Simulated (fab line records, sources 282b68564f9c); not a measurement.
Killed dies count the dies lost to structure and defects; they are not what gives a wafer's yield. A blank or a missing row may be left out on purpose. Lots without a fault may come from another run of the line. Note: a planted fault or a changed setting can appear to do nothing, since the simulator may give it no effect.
A lot that was struck, set against a sound lot / flow rit-cmos / 18 steps out of a route of 202
Sound: wafers L544.2, L544.3, L544.4. Struck: wafers L546.1, L546.2, L546.6. Last of all comes the cause.
Order at every step that has rows: each side's tool, ch and its chambers, its first start. Under that, the readings that differ: sound wafers / struck wafers / difference of the means / sigmas: that difference in standard deviations of wafers without a fault.
alike: a reading whose means differ by less than 2 such deviations, as well as words and numbers matching on both sides. not compared: withheld readings; readings where some wafer has no value; bounds like >300 that might hide an equal value; numbers whose values overlap and for which the record gives no deviation.
Wherever a step has rows on one side only, a row that says differs or no value, or a row with sigmas, the two part there. Numbers that don't overlap but have no deviation are shown without sigmas and don't part them. Lack of a reading on every wafer of one side parts them only where that side has two or more wafers.

first, 1 step without rows for these wafers: RIT_SILICIDE_WET_ETCH_00 (etches SiO2 in BOE, target depth 14 nm, time 15 s).
RIT_SILICIDE_SPUTTER_01: material Ti, target thk 30 nm, time 240 s.
  struck on pvd-sputter-01, day 6 23:19; sound on pvd-sputter-02, day 6 20:38
  alike: throttle-valve-pct
RIT_SILICIDE_RS_MEAS_02: measurement is done with a four-point probe.
  struck on film-metro-04, day 6 23:28; sound on film-metro-04, day 6 20:48
  alike: SILICIDE_TI_RS
RIT_SILICIDE_THK_MEAS_03: measures by xrf.
  struck on film-metro-04, day 6 23:35; sound on film-metro-04, day 6 20:55
  alike: SILICIDE_TI_THK
RIT_SILICIDE_RTA_04: time 10 s, ramp up 5 s, ramp down 5 s.
  sound on rtp-anneal-02 ch 0, day 6 20:58; struck on rtp-anneal-01 ch 0, day 6 23:39
  alike: chamber-o2-ppm, wafer_temp_C_max
then, 1 step without rows for these wafers: RIT_SILICIDE_WET_ETCH_05 (etches Ti in SPM, time 120 s).
RIT_SILICIDE_RTA_06: time 10 s, ramp up 5 s, ramp down 10 s.
  sound on rtp-anneal-01 ch 0, day 6 21:07; struck on rtp-anneal-02 ch 0, day 6 23:46
  alike: chamber-o2-ppm, wafer_temp_C_max
RIT_CONTACT_CVD_00: deposits SiO2 from TEOS, target thk 400 nm, time 61 s.
  sound on pecvd-03 ch 1,2, day 6 21:11; struck on pecvd-01 ch 0,1,2, day 6 23:49
  alike: heater-power-w, rf-fwd-power-W
RIT_CONTACT_THK_MEAS_01:
  struck on film-metro-04, day 6 23:52; sound on film-metro-04, day 6 21:16
  alike: CONTACT_TEOS_THK
then, 3 steps without rows for these wafers: RIT_CONTACT_HMDS_02 (prime time 60 s); RIT_CONTACT_COAT_03 (resist thk 1000 nm); RIT_CONTACT_SOFTBAKE_04 (time 60 s).
RIT_CONTACT_EXPOSE_05: exposes mask M11, target cd 1000 nm.
  sound on iline-stepper-01 ch 0, day 6 21:55; struck on iline-stepper-02 ch 0, day 7 00:31
reading=model.CONTACT.overlay-x-nm (nm); sound=1.045 1.045 1.045; struck=235.7 235.7 235.7; difference=+234.7; sigmas=
  alike: mask, reticle-temp-C
then, 2 steps without rows for these wafers: RIT_CONTACT_PEB_06; RIT_CONTACT_DEVELOP_07 (develop time 120 s).
RIT_CONTACT_CD_MEAS_08: the cd target is 1000 nm.
  struck on cd-sem-01, day 7 01:11; sound on cd-sem-02, day 6 22:26
  alike: cd-nm
RIT_CONTACT_OVL_MEAS_09:
  struck on overlay-01, day 7 01:31; sound on overlay-01, day 6 22:32
reading=CONTACT_OVL (nm); sound=0.7 0.1 1.0; struck=236.7 235.8 238.3; difference=+236.3; sigmas=+99 or more
  not compared: hold
after that, 1 step had no rows for these wafers: RIT_M1_PROBE_99.

## WHERE THEY PART
RIT_CONTACT_OVL_MEAS_09 only, going by this record.

WHY: the cause the simulator had injected
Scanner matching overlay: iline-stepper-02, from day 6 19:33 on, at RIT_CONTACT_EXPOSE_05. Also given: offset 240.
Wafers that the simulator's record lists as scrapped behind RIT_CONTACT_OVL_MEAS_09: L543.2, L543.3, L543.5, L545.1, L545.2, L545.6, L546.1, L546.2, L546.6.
